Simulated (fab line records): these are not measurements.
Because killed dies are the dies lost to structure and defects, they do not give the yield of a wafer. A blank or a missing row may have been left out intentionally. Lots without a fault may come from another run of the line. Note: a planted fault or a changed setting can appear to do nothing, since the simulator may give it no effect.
Lot-split experiment / flow berkeleyCmos170 / on a route of 331 steps: 5 lots, 23 wafers read

== ABOUT THE SPLIT ==
At UCB170_SILICIDE_SPUTTER_01 (material Ti, target thk 30 nm, time 25 s), the setting powerW was moved away from the recipe's 1500 W on 11 of the 23 wafers read, by -3.9% to +10.5%. This setting was run at the recipe's value on the other wafers.

== THE PATH FROM SPLIT TO READING: the file shows 1 step between them ==
- UCB170_SILICIDE_RS_MEAS_02: measures by four-point-probe

== THE READING ==
SILICIDE_TI_THK, in nm, at UCB170_SILICIDE_THK_MEAS_03 (measures by xrf). Fault-free wafers of this fab line usually give 30.26 nm, standard deviation 0.3 nm.

wafer=L074.1; tool, chamber at the split=pvdSputter-01, -; powerW as run, W=1442; against the recipe=-3.9%; SILICIDE_TI_THK, nm=29.31; against lot-mates on the recipe=-1.14
wafer=L074.2; tool, chamber at the split=pvdSputter-01, -; powerW as run, W=1500; against the recipe=recipe; SILICIDE_TI_THK, nm=30.44; against lot-mates on the recipe=-
wafer=L074.3; tool, chamber at the split=pvdSputter-01, -; powerW as run, W=1500; against the recipe=recipe; SILICIDE_TI_THK, nm=30.47; against lot-mates on the recipe=-
wafer=L074.4; tool, chamber at the split=pvdSputter-01, -; powerW as run, W=1442; against the recipe=-3.9%; SILICIDE_TI_THK, nm=29.26; against lot-mates on the recipe=-1.19
wafer=L074.6; tool, chamber at the split=pvdSputter-01, -; powerW as run, W=1442; against the recipe=-3.9%; SILICIDE_TI_THK, nm=29.18; against lot-mates on the recipe=-1.27
wafer=L075.1; tool, chamber at the split=pvdSputter-02, -; powerW as run, W=1613; against the recipe=+7.5%; SILICIDE_TI_THK, nm=32.73; against lot-mates on the recipe=+2.14
wafer=L075.2; tool, chamber at the split=pvdSputter-02, -; powerW as run, W=1500; against the recipe=recipe; SILICIDE_TI_THK, nm=30.47; against lot-mates on the recipe=-
wafer=L075.3; tool, chamber at the split=pvdSputter-02, -; powerW as run, W=1500; against the recipe=recipe; SILICIDE_TI_THK, nm=30.82; against lot-mates on the recipe=-
wafer=L075.5; tool, chamber at the split=pvdSputter-02, -; powerW as run, W=1500; against the recipe=recipe; SILICIDE_TI_THK, nm=30.49; against lot-mates on the recipe=-
wafer=L075.6; tool, chamber at the split=pvdSputter-02, -; powerW as run, W=1613; against the recipe=+7.5%; SILICIDE_TI_THK, nm=32.64; against lot-mates on the recipe=+2.05
wafer=L076.1; tool, chamber at the split=pvdSputter-01, -; powerW as run, W=1631; against the recipe=+8.7%; SILICIDE_TI_THK, nm=32.70; against lot-mates on the recipe=+2.60
wafer=L076.2; tool, chamber at the split=pvdSputter-01, -; powerW as run, W=1500; against the recipe=recipe; SILICIDE_TI_THK, nm=30.30; against lot-mates on the recipe=-
wafer=L076.3; tool, chamber at the split=pvdSputter-01, -; powerW as run, W=1500; against the recipe=recipe; SILICIDE_TI_THK, nm=29.90; against lot-mates on the recipe=-
wafer=L076.5; tool, chamber at the split=pvdSputter-01, -; powerW as run, W=1631; against the recipe=+8.7%; SILICIDE_TI_THK, nm=32.70; against lot-mates on the recipe=+2.60
wafer=L076.6; tool, chamber at the split=pvdSputter-01, -; powerW as run, W=1631; against the recipe=+8.7%; SILICIDE_TI_THK, nm=32.77; against lot-mates on the recipe=+2.67
wafer=L079.1; tool, chamber at the split=pvdSputter-01, -; powerW as run, W=1658; against the recipe=+10.5%; SILICIDE_TI_THK, nm=33.26; against lot-mates on the recipe=+3.29
wafer=L079.2; tool, chamber at the split=pvdSputter-01, -; powerW as run, W=1500; against the recipe=recipe; SILICIDE_TI_THK, nm=30.05; against lot-mates on the recipe=-
wafer=L079.3; tool, chamber at the split=pvdSputter-01, -; powerW as run, W=1658; against the recipe=+10.5%; SILICIDE_TI_THK, nm=33.39; against lot-mates on the recipe=+3.43
wafer=L079.5; tool, chamber at the split=pvdSputter-01, -; powerW as run, W=1500; against the recipe=recipe; SILICIDE_TI_THK, nm=29.88; against lot-mates on the recipe=-
wafer=L079.6; tool, chamber at the split=pvdSputter-01, -; powerW as run, W=1658; against the recipe=+10.5%; SILICIDE_TI_THK, nm=33.10; against lot-mates on the recipe=+3.14
wafer=L084.2; tool, chamber at the split=pvdSputter-02, -; powerW as run, W=1500; against the recipe=recipe; SILICIDE_TI_THK, nm=30.12; against lot-mates on the recipe=-
wafer=L084.3; tool, chamber at the split=pvdSputter-02, -; powerW as run, W=1500; against the recipe=recipe; SILICIDE_TI_THK, nm=30.46; against lot-mates on the recipe=-
wafer=L084.5; tool, chamber at the split=pvdSputter-02, -; powerW as run, W=1500; against the recipe=recipe; SILICIDE_TI_THK, nm=30.16; against lot-mates on the recipe=-

THE FIT
A straight line over all 23 wafers: SILICIDE_TI_THK changes by +0.283 nm for each +1% of powerW; r = +0.99; the points scatter about the line by 0.22 nm.
The same after taking each lot's own level away (the mean of its wafers on the recipe; 23 wafers): +0.304 nm for each +1%; r = +1.00; scatter 0.14 nm.
The reading moves by 3.2 nm for the largest change in powerW, on that fit.
From 29.965 to 30.593 nm: that is the span of the lots' own levels, equal to 2.1 times the standard deviation above.
The two slopes are in agreement: the lot-to-lot level therefore moves the slope only a little.
Check: +3.17 nm against its lot-mates is what the line predicts for one of the wafers moved furthest among these (+10.5%) when that wafer is left out of the fit. Against them it came out at +3.29 nm.

== FURTHER SPLITS ON THESE WAFERS ==
Note: prior to the reading, these wafers also went through further splits. Each is held against what the fit with the lots' levels taken away leaves over:
other split on the same wafers=UCB170_PVT_IMPLANT_07 doseCm2; wafers away from the commonest value=9; r with SILICIDE_TI_THK (lot level and that fit taken away)=-0.04
other split on the same wafers=UCB170_NLDD_EXPOSE_03 doseMj; wafers away from the commonest value=7; r with SILICIDE_TI_THK (lot level and that fit taken away)=+0.04
other split on the same wafers=UCB170_NLDD_IMPLANT_08 energyKev; wafers away from the commonest value=4; r with SILICIDE_TI_THK (lot level and that fit taken away)=-0.21
other split on the same wafers=UCB170_NSD_COAT_01 resistThkNm; wafers away from the commonest value=5; r with SILICIDE_TI_THK (lot level and that fit taken away)=+0.17
other split on the same wafers=UCB170_NSD_STRIP_09 powerW; wafers away from the commonest value=5; r with SILICIDE_TI_THK (lot level and that fit taken away)=+0.08

== THE WHOLE CHAIN: every reading that the file lists as answering this split, in the file's order ==
step=UCB170_SILICIDE_SPUTTER_01; what it does=material Ti, target thk 30 nm, time 25 s; reading=Ti_of_SILICIDE_SPUTTER_01.thkNm (the simulator's own value, which no gauge read); change (the file's fit)=+0.304 nm for each +1% of the setting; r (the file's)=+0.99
step=UCB170_SILICIDE_RS_MEAS_02; what it does=measures by four-point-probe; reading=SILICIDE_TI_RS; change (the file's fit)=-0.285 for each +1% of the setting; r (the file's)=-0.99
step=UCB170_SILICIDE_THK_MEAS_03; what it does=measures by xrf; reading=SILICIDE_TI_THK; change (the file's fit)=+0.301 for each +1% of the setting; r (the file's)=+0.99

== THE FILE'S OWN FIT ==
SILICIDE_TI_THK changes by +0.301 nm for each +1% of powerW, r = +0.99.
